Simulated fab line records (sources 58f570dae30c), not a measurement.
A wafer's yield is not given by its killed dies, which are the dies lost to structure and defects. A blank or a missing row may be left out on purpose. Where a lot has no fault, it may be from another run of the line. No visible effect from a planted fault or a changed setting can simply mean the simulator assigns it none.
Split-lot trial -- flow berkeley-cmos170 -- 23 wafers read from 5 lots, route of 331 steps

== SPLIT DETAILS ==
At UCB170_NSD_EXPOSE_03 (exposes mask NSELECT MOD, target cd 1200 nm), the setting dose-mj was moved away from the recipe's 30 on 8 of the 23 wafers read, by -7.0% to +6.8%. All remaining wafers had this setting at the recipe value.

== FROM THE SPLIT TO THE READING: what the file shows between them, 2 steps ==
- UCB170_NSD_PEB_04
- UCB170_NSD_DEVELOP_05: develop time 45 s

== THE READING ==
Shown in nm: cd-nm at UCB170_NSD_CD_MEAS_06, with target cd 1200 nm. Typical for fault-free wafers on this fab line: 1199.9 nm, with standard deviation 1.2 nm.

wafer,"tool, chamber at the split",dose-mj as run,against the recipe,"cd-nm, nm",against lot-mates on the recipe
L076.1,"krf-scanner-01, 0",32.04,+6.8%,1211.2,+12.0
L076.2,"krf-scanner-01, 0",32.04,+6.8%,1211.2,+12.0
L076.3,"krf-scanner-01, 0",30,recipe,1198.5,-
L076.4,"krf-scanner-01, 0",32.04,+6.8%,1211.9,+12.7
L076.6,"krf-scanner-01, 0",30,recipe,1200.0,-
L079.2,"krf-scanner-01, 0",30,recipe,1203.4,-
L079.3,"krf-scanner-01, 0",30,recipe,1202.1,-
L079.4,"krf-scanner-01, 0",30,recipe,1202.4,-
L079.5,"krf-scanner-01, 0",30,recipe,1202.5,-
L079.6,"krf-scanner-01, 0",30,recipe,1202.5,-
L081.1,"krf-scanner-01, 0",30,recipe,1200.1,-
L081.2,"krf-scanner-01, 0",28.61,-4.6%,1190.7,-9.7
L081.4,"krf-scanner-01, 0",30,recipe,1200.7,-
L081.5,"krf-scanner-01, 0",28.61,-4.6%,1191.7,-8.7
L081.6,"krf-scanner-01, 0",28.61,-4.6%,1193.1,-7.3
L083.2,"krf-scanner-02, 0",27.91,-7.0%,1185.2,-13.7
L083.3,"krf-scanner-02, 0",30,recipe,1198.1,-
L083.4,"krf-scanner-02, 0",30,recipe,1198.4,-
L083.5,"krf-scanner-02, 0",27.91,-7.0%,1185.3,-13.6
L083.6,"krf-scanner-02, 0",30,recipe,1200.2,-
L085.1,"krf-scanner-02, 0",30,recipe,1199.5,-
L085.3,"krf-scanner-02, 0",30,recipe,1199.7,-
L085.6,"krf-scanner-02, 0",30,recipe,1200.7,-

FIT RESULTS
A straight line over all 23 wafers: cd-nm changes by +1.84 nm for each +1% of dose-mj; r = +0.97; the points scatter about the line by 1.7 nm.
The same after taking each lot's own level away (the mean of its wafers on the recipe; 23 wafers): +1.86 nm for each +1%; r = +1.00; scatter 0.7 nm.
The reading moves by 13 nm for the largest change in dose-mj, on that fit.
From 1198.90 to 1202.58 nm: that is the span of the lots' own levels, equal to 3.1 times the standard deviation above.
So the lot-to-lot level changes the slope little: the two slopes agree.
Check: -12.9 nm against its lot-mates is what the line predicts for one of the wafers moved furthest among these (-7.0%) when that wafer is left out of the fit. It came out at -13.7 nm against them.

== THE FILE'S OWN FIT ==
cd-nm changes by +1.87 nm for each +1% of dose-mj, r = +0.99.
